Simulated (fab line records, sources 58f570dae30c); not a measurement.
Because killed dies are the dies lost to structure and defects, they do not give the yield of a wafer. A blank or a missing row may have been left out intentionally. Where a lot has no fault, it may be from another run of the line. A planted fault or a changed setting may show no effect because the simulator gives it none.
Shared-tool check / flow berkeley_cmos170 / 12 lots, 36 wafers sampled

## WHY THIS WAS OPENED
At UCB170_PLDD_TW_MEAS_11 the reading PLDD_TW is flagged on 2 of 12 lots. Fault-free wafers read 1019, with a standard deviation of 6.4.
Rule: a lot is flagged when every wafer of it that has a number lies more than 4 standard deviations from that mean, or none has a number. All remaining lots are regarded as sound.

lot=L659; measured=day 6 00:36; on=film_metro-01; PLDD_TW, wafer by wafer=1024 1018 1020; flag=
lot=L660; measured=day 6 18:11; on=film_metro-04; PLDD_TW, wafer by wafer=1030 1025 1023; flag=
lot=L661; measured=day 7 00:44; on=film_metro-03; PLDD_TW, wafer by wafer=1016 1013 1017; flag=
lot=L663; measured=day 7 08:56; on=film_metro-03; PLDD_TW, wafer by wafer=1010 1010 1017; flag=
lot=L662; measured=day 7 09:17; on=film_metro-04; PLDD_TW, wafer by wafer=1028 1027 1022; flag=
lot=L666; measured=day 7 10:58; on=film_metro-01; PLDD_TW, wafer by wafer=1021 1015 1017; flag=
lot=L665; measured=day 7 11:09; on=film_metro-01; PLDD_TW, wafer by wafer=1020 1016 1018; flag=
lot=L667; measured=day 7 20:43; on=film_metro-01; PLDD_TW, wafer by wafer=1018 1017 1028; flag=
lot=L664; measured=day 7 22:00; on=film_metro-03; PLDD_TW, wafer by wafer=1014 1017 1016; flag=
lot=L673; measured=day 9 03:53; on=film_metro-01; PLDD_TW, wafer by wafer=933 938 939; flag=FLAGGED
lot=L676; measured=day 9 10:23; on=film_metro-03; PLDD_TW, wafer by wafer=940 939 938; flag=FLAGGED
lot=L680; measured=day 10 13:50; on=film_metro-01; PLDD_TW, wafer by wafer=1014 1018 1020; flag=
Average over the flagged lots: 938; offset from the usual -81, equal to -13 standard deviations.

## TOOL THAT RAN EACH LOT
The record keeps 1 process step preceding the reading, out of 331 steps on the route. Cell contents, in order: the tool; ch with the chambers the sampled wafers went through; the start.
lot=L659; flag=; UCB170_PLDD_IMPLANT_09=implanter-04 ch 0, day 6 00:22
lot=L660; flag=; UCB170_PLDD_IMPLANT_09=implanter-01 ch 0, day 6 17:57
lot=L661; flag=; UCB170_PLDD_IMPLANT_09=implanter-01 ch 0, day 7 00:29
lot=L663; flag=; UCB170_PLDD_IMPLANT_09=implanter-04 ch 0, day 7 08:42
lot=L662; flag=; UCB170_PLDD_IMPLANT_09=implanter-03 ch 0, day 7 09:02
lot=L666; flag=; UCB170_PLDD_IMPLANT_09=implanter-01 ch 0, day 7 10:43
lot=L665; flag=; UCB170_PLDD_IMPLANT_09=implanter-04 ch 0, day 7 10:55
lot=L667; flag=; UCB170_PLDD_IMPLANT_09=implanter-01 ch 0, day 7 20:28
lot=L664; flag=; UCB170_PLDD_IMPLANT_09=implanter-01 ch 0, day 7 21:45
lot=L673; flag=FLAGGED; UCB170_PLDD_IMPLANT_09=implanter-04 ch 0, day 9 03:37
lot=L676; flag=FLAGGED; UCB170_PLDD_IMPLANT_09=implanter-04 ch 0, day 9 10:09
lot=L680; flag=; UCB170_PLDD_IMPLANT_09=implanter-03 ch 0, day 10 13:38
What the steps here do:
- UCB170_PLDD_IMPLANT_09
- UCB170_PLDD_TW_MEAS_11

## FLAGGED OVER TOTAL, TOOL BY TOOL (the gauges that took the reading come last)
step=UCB170_PLDD_IMPLANT_09; tool=implanter-01; lots run=5; flagged=0; share of the flagged lots=none; sound lots run after its first flagged lot=-
step=UCB170_PLDD_IMPLANT_09; tool=implanter-03; lots run=2; flagged=0; share of the flagged lots=none; sound lots run after its first flagged lot=-
step=UCB170_PLDD_IMPLANT_09; tool=implanter-04; lots run=5; flagged=2; share of the flagged lots=all; sound lots run after its first flagged lot=0
step=UCB170_PLDD_TW_MEAS_11; tool=film_metro-01; lots run=6; flagged=1; share of the flagged lots=some; sound lots run after its first flagged lot=1 (L680)
step=UCB170_PLDD_TW_MEAS_11; tool=film_metro-03; lots run=4; flagged=1; share of the flagged lots=some; sound lots run after its first flagged lot=0
step=UCB170_PLDD_TW_MEAS_11; tool=film_metro-04; lots run=2; flagged=0; share of the flagged lots=none; sound lots run after its first flagged lot=-

## WHAT IS ALLOWED BY THE TABLE
In the table, 1 row covers all flagged lots: implanter-04 at UCB170_PLDD_IMPLANT_09.
- implanter-04 at UCB170_PLDD_IMPLANT_09 ran 5 lots, 2 of them flagged. It ran its last sound lot, L665, at day 7 10:55 and its first flagged lot, L673, at day 9 03:37: a fault with its onset between the two fits. Its own readings lie more than 4 standard deviations out on every wafer of the flagged lots: dose_ions_cm2, faraday_current_uA.
implanter-04 at UCB170_PLDD_IMPLANT_09 is the single tool remaining.

## WHAT WAS PUT IN BY THE SIMULATOR
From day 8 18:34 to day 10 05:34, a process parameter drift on implanter-04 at UCB170_PLDD_IMPLANT_09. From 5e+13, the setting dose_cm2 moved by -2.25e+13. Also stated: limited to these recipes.
Shown lots that were struck: L673, L676. The same result came from the rule above.
